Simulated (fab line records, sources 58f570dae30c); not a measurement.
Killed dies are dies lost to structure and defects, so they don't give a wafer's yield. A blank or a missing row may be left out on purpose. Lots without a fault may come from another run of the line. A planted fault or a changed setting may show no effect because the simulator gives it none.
Chamber matching | flow berkeley_cmos170 | UCB170_V1_CMP_02 on cmp-01: 4 sister chambers
The step polishes SiO2. 4 wafers are shown with their chamber, then 8 later ones without.

WAFERS WITH THEIR CHAMBER
wafer  | chamber | motor_current_A (A)
L922.2 | 1       | 14.6
L922.3 | 2       | 15.9
L923.1 | 3       | 15.5
L928.2 | 0       | 16.2

WAFERS WITHOUT THEIR CHAMBER
wafer  | motor_current_A (A)
L928.5 | 15.0
L928.6 | 16.5
L930.3 | 14.9
L930.4 | 15.0
L930.5 | 17.0
L934.2 | 15.8
L934.4 | 15.3
L934.5 | 16.6

WHICH CHAMBER EACH WENT THROUGH
wafer  | from the rows above               | in truth
L928.5 | can't be placed: 1 or 3 or 2 or 0 | 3
L928.6 | can't be placed: 0 or 2 or 3      | 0
L930.3 | can't be placed: 1 or 3 or 2      | 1
L930.4 | can't be placed: 1 or 3 or 2 or 0 | 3
L930.5 | can't be placed: 0 or 2 or 3      | 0
L934.2 | can't be placed: 2 or 3 or 0      | 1
L934.4 | can't be placed: 3 or 2 or 1 or 0 | 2
L934.5 | can't be placed: 0 or 2 or 3      | 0
Placed correctly: 0 of 8. Can't be placed from these rows: 8 (the true chamber is among the candidates in 7). Placed wrongly: 0.
How it was worked out, from the rows above alone: a wafer's distance from a chamber is the root of the sum, over the readings, of the square of ((its reading less the chamber's mean) divided by the reading's scatter). The wafer belongs to the nearest chamber; if the next one is less than 2 further off, it can't be placed. A chamber's mean is the mean of its shown wafers. The scatter: with one shown wafer a chamber, the root of the mean of the squares of how far each hidden wafer lies from its nearest shown one.
